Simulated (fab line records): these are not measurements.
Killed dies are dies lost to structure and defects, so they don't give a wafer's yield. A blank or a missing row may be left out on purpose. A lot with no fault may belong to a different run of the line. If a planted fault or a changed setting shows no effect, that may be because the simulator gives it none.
Which tool did it?    flow berkeley-cmos170    7 lots with 21 wafers sampled at 3 steps, on a route of 331 steps

## WHAT THE GAUGES READ, wafer by wafer
UCB170_ACTIVE_OVL_MEAS_14.
lot   measured     on          ACTIVE_OVL (nm)
L952  day 4 20:09  overlay-01  -4 0 -3
L954  day 5 13:06  overlay-02  -8 0 1
L956  day 5 12:41  overlay-02  -3 -2 -3
L958  day 6 01:21  overlay-01  1 -4 -3
L960  day 6 01:04  overlay-02  -7 -9 -10
L967  day 8 11:29  overlay-02  - - -
L973  day 9 12:02  overlay-01  4 9 -5

## WHAT TOOL EACH LOT RAN ON (gives the tool, then ch and the chambers of the sampled wafers, and finally the start)
lot   UCB170_NWELL_ETCH_13               UCB170_ACTIVE_DEVELOP_12
L952  rie-diel-03 ch 2,3, day 2 20:56    litho-track-01 ch 0, day 4 19:00
L954  rie-diel-03 ch 0,1,2, day 3 05:25  litho-track-04 ch 0, day 5 12:00
L956  rie-diel-01 ch 0,1,3, day 3 12:14  litho-track-01 ch 0, day 5 12:00
L958  rie-diel-01 ch 0,1,3, day 4 01:30  litho-track-04 ch 0, day 6 01:00
L960  rie-diel-02 ch 2,3, day 4 01:49    litho-track-04 ch 0, day 6 00:00
L967  rie-diel-02 ch 1,2, day 5 20:11    litho-track-04, day 8 11:00
L973  rie-diel-02 ch 0,2, day 7 03:49    litho-track-01 ch 0, day 9 11:00
- UCB170_NWELL_ETCH_13: etches Si3N4 in CH3F/Ar/O2, stops on SiO2, target depth 246.4 nm, time 154 s.
- UCB170_ACTIVE_DEVELOP_12: develop time 45 s.

## THE ANSWER, worked out from the rows above alone
Rule: usual is defined by the lots themselves. Put in order of their means at a reading, lots are off if they are a third of the lots or fewer, leave a main group of 4 or more, and stand apart from it by a gap of 3 or more times the standard deviation of the main group's means; of several such gaps the widest counts. If all means in a main group match to the digits the tables above print for the reading, that group is not used. Also off: a lot with no number at a reading for which 4 or more lots have one. The other lots that the step has rows for count as sound.
Off: L967, at UCB170_ACTIVE_OVL_MEAS_14 (ACTIVE_OVL). Without a number there: L967. The main group: mean -3 nm, standard deviation 3.3.
A tool fits if, at a process step before that reading, it ran every lot that is off, and no sound lot after the first of them. The gauges at UCB170_ACTIVE_OVL_MEAS_14 are tried like those tools. Undecided on this evidence; 2 tools fit (litho-track-04 at UCB170_ACTIVE_DEVELOP_12, overlay-02 at UCB170_ACTIVE_OVL_MEAS_14).

## WHAT THE SIMULATOR HAD PUT IN
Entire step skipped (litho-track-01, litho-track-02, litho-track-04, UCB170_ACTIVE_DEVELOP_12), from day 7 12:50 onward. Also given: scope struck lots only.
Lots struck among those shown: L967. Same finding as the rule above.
